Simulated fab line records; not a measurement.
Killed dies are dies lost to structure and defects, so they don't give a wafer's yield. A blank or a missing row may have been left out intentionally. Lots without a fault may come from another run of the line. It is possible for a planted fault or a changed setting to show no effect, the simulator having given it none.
What tool caused it? + flow rit cmos + 36 wafers from 12 lots sampled at 5 of the route's 202 steps

WHAT THE GAUGES READ, wafer by wafer
RIT_NWELL_TW_MEAS_10. Usual: NWELL_TW 2150, standard deviation 15.
| lot  | measured    | on            | NWELL_TW       | flag |
|------|-------------|---------------|----------------|------|
| L978 | day 1 23:28 | film metro-04 | 2143 2152 2145 |      |
| L979 | day 2 07:03 | film metro-04 | 2157 2152 2175 |      |
| L982 | day 2 18:09 | film metro-04 | 2151 2141 2152 |      |
| L986 | day 3 17:41 | film metro-04 | 2130 2139 2137 |      |
| L989 | day 4 09:53 | film metro-04 | 2151 2143 2155 |      |
| L990 | day 4 11:10 | film metro-01 | 2175 2176 2170 |      |
| L991 | day 4 15:13 | film metro-01 | 2173 2159 2168 |      |
| L992 | day 4 22:49 | film metro-01 | 2171 2171 2167 |      |
| L995 | day 5 14:08 | film metro-01 | 2154 2159 2165 |      |
| L996 | day 5 17:19 | film metro-04 | 2158 2144 2153 |      |
| L100 | day 6 15:56 | film metro-01 | 2165 2174 2161 |      |
| L101 | day 6 18:44 | film metro-04 | 2156 2150 2149 |      |

RIT_NRETRO_OVL_MEAS_06. Usual: NRETRO_OVL -0.1 nm, standard deviation 1.3.
| lot  | measured    | on         | NRETRO_OVL (nm)   | flag |
|------|-------------|------------|-------------------|------|
| L978 | day 2 08:04 | overlay-01 | 0.5 0.5 -1.1      |      |
| L979 | day 2 15:32 | overlay-01 | -1.9 -1.1 -2.6    |      |
| L982 | day 3 03:00 | overlay-01 | 1.6 1.8 0.9       |      |
| L986 | day 4 04:58 | overlay-02 | 420.8 420.5 420.2 | OFF  |
| L989 | day 4 17:59 | overlay-01 | 419.6 420.1 420.0 | OFF  |
| L990 | day 4 19:10 | overlay-02 | -2.1 0.9 -2.3     |      |
| L991 | day 5 00:26 | overlay-02 | -0.4 -2.1 -2.4    |      |
| L992 | day 5 07:29 | overlay-02 | -1.1 -0.7 -0.3    |      |
| L995 | day 5 22:12 | overlay-02 | 1.2 -1.4 -1.3     |      |
| L996 | day 6 01:19 | overlay-01 | 0.6 1.6 -0.9      |      |
| L100 | day 6 23:52 | overlay-02 | 1.4 0.8 2.0       |      |
| L101 | day 7 06:10 | overlay-01 | 0.6 -1.2 -0.3     |      |

RIT_CONTACT_CD_MEAS_90: the cd target is 1000 nm. Usual: cd nm reads 999.4 nm (standard deviation 2.1).
| lot  | measured    | on        | cd nm (nm)           | flag |
|------|-------------|-----------|----------------------|------|
| L978 | day 3 09:09 | cd sem-02 | 999.5 999.2 999.5    |      |
| L979 | day 3 16:47 | cd sem-02 | 995.1 996.3 998.1    |      |
| L982 | day 4 12:49 | cd sem-02 | 996.5 999.9 996.7    |      |
| L986 | day 5 07:40 | cd sem-02 | 1001.3 1000.7 1000.6 |      |
| L989 | day 5 18:07 | cd sem-02 | 1003.4 1002.6 1002.1 |      |
| L990 | day 5 20:56 | cd sem-02 | 998.5 1001.4 999.9   |      |
| L991 | day 6 03:16 | cd sem-02 | 998.3 998.2 1000.5   |      |
| L992 | day 6 07:07 | cd sem-02 | 1000.4 1001.9 1002.5 |      |
| L995 | day 6 23:59 | cd sem-02 | 993.7 992.5 994.1    |      |
| L996 | day 7 04:51 | cd sem-02 | 999.6 1000.0 998.2   |      |
| L100 | day 8 05:43 | cd sem-02 | 999.2 1000.0 999.4   |      |
| L101 | day 8 09:09 | cd sem-02 | 998.9 999.1 999.9    |      |

WHAT TOOL EACH LOT RAN ON (gives the tool, then ch and the chambers of the sampled wafers, and finally the start)
| lot  | RIT_NRETRO_EXPOSE_03               | RIT_NSD_STRIP_09                    |
|------|------------------------------------|-------------------------------------|
| L978 | iline stepper-02 ch 0, day 2 07:40 | plasma asher-04 ch 0,1, day 3 04:05 |
| L979 | iline stepper-01 ch 0, day 2 15:07 | plasma asher-04 ch 1, day 3 11:07   |
| L982 | iline stepper-02 ch 0, day 3 02:34 | plasma asher-01 ch 0,1, day 4 07:10 |
| L986 | iline stepper-01 ch 0, day 4 04:34 | plasma asher-01 ch 0,1, day 5 02:35 |
| L989 | iline stepper-01 ch 0, day 4 17:29 | plasma asher-04 ch 0,1, day 5 12:57 |
| L990 | iline stepper-02 ch 0, day 4 18:46 | plasma asher-04 ch 0,1, day 5 15:54 |
| L991 | iline stepper-02 ch 0, day 5 00:01 | plasma asher-02 ch 0,1, day 5 22:24 |
| L992 | iline stepper-02 ch 0, day 5 07:04 | plasma asher-02 ch 0,1, day 6 02:05 |
| L995 | iline stepper-02 ch 0, day 5 21:48 | plasma asher-01 ch 0,1, day 6 19:02 |
| L996 | iline stepper-02 ch 0, day 6 00:53 | plasma asher-01 ch 0,1, day 6 23:45 |
| L100 | iline stepper-02 ch 0, day 6 23:26 | plasma asher-04 ch 0,1, day 8 00:22 |
| L101 | iline stepper-02 ch 0, day 7 05:44 | plasma asher-02 ch 0,1, day 8 03:37 |
- RIT_NRETRO_EXPOSE_03: exposes mask M4, target cd 43900 nm.
- RIT_NSD_STRIP_09: strips in O2, time 180 s.

WHAT THE TOOLS THEMSELVES READ (means of the sampled wafers that have a number; where no wafer has one, the mark that the record gives instead)
RIT_NSD_STRIP_09. Usual: drypump motor current A 5.80 A, standard deviation 0.26; rf refl power W 6.4 W, standard deviation 1.1.
| lot  | tool            | drypump motor current A (A) | rf refl power W (W) | flag |
|------|-----------------|-----------------------------|---------------------|------|
| L978 | plasma asher-04 | 5.56                        | 7.9                 |      |
| L979 | plasma asher-04 | 5.61                        | 9.0                 |      |
| L982 | plasma asher-01 | 5.87                        | 5.8                 |      |
| L986 | plasma asher-01 | 5.87                        | 5.8                 |      |
| L989 | plasma asher-04 | 5.48                        | 6.5                 |      |
| L990 | plasma asher-04 | 5.55                        | 7.8                 |      |
| L991 | plasma asher-02 | 6.06                        | 6.1                 |      |
| L992 | plasma asher-02 | 5.97                        | 6.0                 |      |
| L995 | plasma asher-01 | 5.85                        | 5.8                 |      |
| L996 | plasma asher-01 | 5.85                        | 5.8                 |      |
| L100 | plasma asher-04 | 5.55                        | 7.7                 |      |
| L101 | plasma asher-02 | 6.00                        | 6.1                 |      |

THE ANSWER, worked out from the rows above alone
Rule: lot off if the mean of its wafers having a number is beyond 3 standard deviations from the usual mean. Also off: a lot with no number at a reading for which 4 or more lots have one. Where the step has rows for the other lots, those lots are counted as sound. The gauges are gone through in route order, then the tools' own readings, and for those a lot's mean is taken as printed above. At the first step where some lot is off, the reading lying furthest off is the one used; lots without a number count as furthest.
Off: at RIT_NRETRO_OVL_MEAS_06 (NRETRO_OVL), L986, L989.
If a tool, at a process step before that reading, ran all the lots that are off and no sound lot after the first of them, it fits. Those tools and the gauges at RIT_NRETRO_OVL_MEAS_06 are tried in the same way. One candidate fits, namely iline stepper-01 at RIT_NRETRO_EXPOSE_03. Its last sound lot is L979 (day 2 15:07), its first lot that is off L986 (day 4 04:34): a fault that began between those two fits.

WHAT HAD BEEN PUT IN BY THE SIMULATOR
Scanner matching overlay: iline stepper-01, from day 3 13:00 on, at RIT_NRETRO_EXPOSE_03. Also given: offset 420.
Lots struck among those shown: L986, L989. The same result came from the rule above.
